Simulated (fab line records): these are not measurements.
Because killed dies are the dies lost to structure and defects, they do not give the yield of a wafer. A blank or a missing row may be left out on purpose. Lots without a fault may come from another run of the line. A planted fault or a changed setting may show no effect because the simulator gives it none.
The tool behind it: which one? | flow berkeley cmos170 | 7 lots, 21 wafers sampled, at 1 step of a route of 331

== WHAT EACH GAUGE READ, for each wafer ==
UCB170_GATE_THK_MEAS_02.
lot  | measured     | on            | GATE_OXIDE_THK (nm)
L344 | day 7 22:34  | film metro-01 | 6.48 6.64 6.59
L343 | day 7 22:37  | film metro-03 | 6.50 6.46 6.44
L347 | day 8 21:12  | film metro-04 | 6.59 6.69 6.75
L350 | day 9 16:38  | film metro-04 | 6.79 6.78 6.62
L356 | day 10 16:42 | film metro-03 | 6.66 6.49 6.56
L360 | day 11 17:45 | film metro-03 | 6.74 6.62 6.81
L362 | day 12 07:05 | film metro-01 | 6.56 6.44 6.55

== WHAT TOOL EACH LOT RAN ON (gives the tool, then ch and the chambers of the sampled wafers, and finally the start) ==
The record holds no process step before these readings.

== THE ANSWER, worked out from the rows above alone ==
Rule: usual is defined by the lots themselves. Put in order of their means at a reading, lots are off if they are a third of the lots or fewer, leave a main group of 4 or more, and stand apart from it by a gap of 3 or more times the standard deviation of the main group's means; of several such gaps the widest counts. A main group is skipped when, at the precision printed for the reading in the tables above, its means are all equal. A lot without any number at a reading at which 4 lots or more have one is off too. The other lots that the step has rows for count as sound.
No lot is off at any reading shown: from this, nothing can be told.

== WHAT THE SIMULATOR PUT IN ==
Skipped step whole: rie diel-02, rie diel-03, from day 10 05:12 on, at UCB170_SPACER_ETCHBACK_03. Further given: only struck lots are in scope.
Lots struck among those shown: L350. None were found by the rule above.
